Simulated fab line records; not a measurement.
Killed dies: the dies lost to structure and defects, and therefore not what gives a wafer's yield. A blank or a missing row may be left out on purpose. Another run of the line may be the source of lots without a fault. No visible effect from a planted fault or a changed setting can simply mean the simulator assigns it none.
A struck lot beside a sound one -- flow berkeleyCmos170 -- 14 steps out of a route of 331
Sound: the wafers L782.1, L782.4, L782.5. Wafers struck: L793.2, L793.3, L793.4. The cause is named last.
At each step with rows: each side's tool, then ch and its chambers, then its first start. Under that, the readings that differ: sound wafers -- struck wafers -- difference of the means -- sigmas: that difference in standard deviations of wafers without a fault.
alike: a reading whose means differ by less than 2 such deviations, as well as words and numbers matching on both sides. not compared: withheld readings; readings where some wafer has no value; bounds like >300 that might hide an equal value; numbers whose values overlap and for which the record gives no deviation.
Wherever a step has rows on one side only, a row that says differs or no value, or a row with sigmas, the two part there. Non-overlapping numbers with no deviation appear without sigmas and do not part them. A reading that every wafer of one side lacks parts them only if that side has two wafers or more.

first, 5 steps without rows for these wafers: UCB170_PFIELD_COAT_01 (resist thk 900 nm); UCB170_PFIELD_SOFTBAKE_02 (time 60 s); UCB170_PFIELD_EXPOSE_03 (exposes mask PFIELD, target cd 1500 nm); UCB170_PFIELD_PEB_04; UCB170_PFIELD_DEVELOP_05 (develop time 45 s).
UCB170_PFIELD_OVL_MEAS_06:
  sound: overlay-02 at day 4 13:07; struck: overlay-02 at day 7 02:35
  alike: PFIELD_OVL
following that, these wafers have no rows for 1 step: UCB170_PFIELD_IMPLANT_07.
UCB170_PFIELD_STRIP_08: strips in O2.
  sound on plasmaAsher-03 ch 1, day 4 13:19; struck on plasmaAsher-03 ch 0,1, day 7 02:46
  alike: drypumpMotorCurrentA, oesProductAu, stripTimeToEndpointS
  not compared: rfHoursCounterH
UCB170_PFIELD_TW_MEAS_09:
  sound: filmMetro-03 at day 4 13:25; struck: filmMetro-03 at day 7 02:53
reading,sound,struck,difference,sigmas
PFIELD_TW,612 613 610,596 598 599,-14,-2
then, 2 steps without rows for these wafers: UCB170_FIELD_CLEAN_00 (cleans in dHF, time 7.5 s); UCB170_FIELD_OXIDATION_01 (target thk 558.3 nm, ox time 7200 s).
UCB170_FIELD_THK_MEAS_02:
  sound: filmMetro-04 at day 4 18:04; struck: filmMetro-01 at day 7 09:32
  alike: FIELD_OXIDE_THK
UCB170_FIELD_ANNEAL_03: time 1200 s.
  struck on furnace-01, day 7 13:22; sound on furnace-01 ch 0, day 4 20:13
  no value came back on the struck wafers for spikeTcCentreC (C), spikeTcLoadC (C), zonePowerSourcePct (%); on the sound wafers spikeTcCentreC (C) reads 1002.2 1001.5 1002.9
then, 1 step without rows for these wafers: UCB170_FIELD_WET_ETCH_04 (etches SiO2 in dHF, time 60 s).

WHERE THEY PART
At UCB170_PFIELD_TW_MEAS_09 first; at UCB170_FIELD_ANNEAL_03 last (within this record only).

WHY: whatever the simulator had introduced
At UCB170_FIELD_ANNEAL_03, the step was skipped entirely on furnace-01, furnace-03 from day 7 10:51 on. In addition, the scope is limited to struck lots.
